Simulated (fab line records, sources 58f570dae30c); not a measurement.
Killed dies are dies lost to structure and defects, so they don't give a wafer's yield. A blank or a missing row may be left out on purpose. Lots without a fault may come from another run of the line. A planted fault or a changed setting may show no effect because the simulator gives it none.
Split-lot experiment | flow berkeley_cmos170 | 5 lots, 23 wafers read, on a route of 331 steps

THE SPLIT
At UCB170_START_OXIDATION_02 (target thk 20 nm, ox time 1800 s), the setting temp_c was moved away from the recipe's 950 C on 10 of the 23 wafers read, by +1.0% to +1.0%. The other wafers ran this setting at the recipe's value.

The file shows no step between the split and the reading.

THE READING
START_OXIDE_THK, in nm, at UCB170_START_THK_MEAS_03. Fault-free wafers of this fab line usually give 19.96 nm, standard deviation 0.27 nm.

wafer  | tool, chamber at the split | temp_c as run, C | against the recipe | START_OXIDE_THK, nm | against lot-mates on the recipe
L075.1 | -, -                       | 950              | recipe             | 20.17               | -
L075.3 | -, -                       | 950              | recipe             | 20.24               | -
L075.4 | -, -                       | 950              | recipe             | 20.25               | -
L075.5 | -, -                       | 950              | recipe             | 20.11               | -
L075.6 | -, -                       | 950              | recipe             | 20.05               | -
L077.1 | -, -                       | 950              | recipe             | 20.08               | -
L077.2 | -, -                       | 950              | recipe             | 19.90               | -
L077.3 | -, -                       | 950              | recipe             | 20.23               | -
L077.4 | -, -                       | 950              | recipe             | 19.98               | -
L077.5 | -, -                       | 950              | recipe             | 19.81               | -
L078.1 | furnace-02, 0              | 950              | recipe             | 20.10               | -
L078.3 | furnace-02, 0              | 950              | recipe             | 19.92               | -
L078.6 | furnace-02, 0              | 950              | recipe             | 20.02               | -
L080.1 | -, -                       | 959.5            | +1.0%              | 21.71               | no lot-mate on the recipe
L080.2 | -, -                       | 959.5            | +1.0%              | 21.80               | no lot-mate on the recipe
L080.3 | -, -                       | 959.5            | +1.0%              | 21.39               | no lot-mate on the recipe
L080.4 | -, -                       | 959.5            | +1.0%              | 21.93               | no lot-mate on the recipe
L080.5 | -, -                       | 959.5            | +1.0%              | 21.72               | no lot-mate on the recipe
L082.1 | -, -                       | 959.3            | +1.0%              | 22.49               | no lot-mate on the recipe
L082.2 | -, -                       | 959.3            | +1.0%              | 22.42               | no lot-mate on the recipe
L082.3 | -, -                       | 959.3            | +1.0%              | 22.08               | no lot-mate on the recipe
L082.5 | -, -                       | 959.3            | +1.0%              | 22.28               | no lot-mate on the recipe
L082.6 | -, -                       | 959.3            | +1.0%              | 22.14               | no lot-mate on the recipe

THE FIT
A straight line over all 23 wafers: START_OXIDE_THK changes by +1.94 nm for each +1% of temp_c; r = +0.97; the points scatter about the line by 0.26 nm.
Too few moved wafers have a lot-mate on the recipe to fit a line with each lot's own level taken away.

THE WHOLE CHAIN: every reading that the file lists as answering this split, in the file's order
step                      | what it does                     | reading                                                                            | change (the file's fit)              | r (the file's)
UCB170_START_OXIDATION_02 | target thk 20 nm, ox time 1800 s | SiO2_of_START_OXIDATION_02.thk_nm (the simulator's own value, which no gauge read) | +1.94 nm for each +1% of the setting | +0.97
UCB170_START_THK_MEAS_03  |                                  | START_OXIDE_THK                                                                    | +1.94 for each +1% of the setting    | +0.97

THE FILE'S OWN FIT
START_OXIDE_THK changes by +1.94 nm for each +1% of temp_c, r = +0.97.
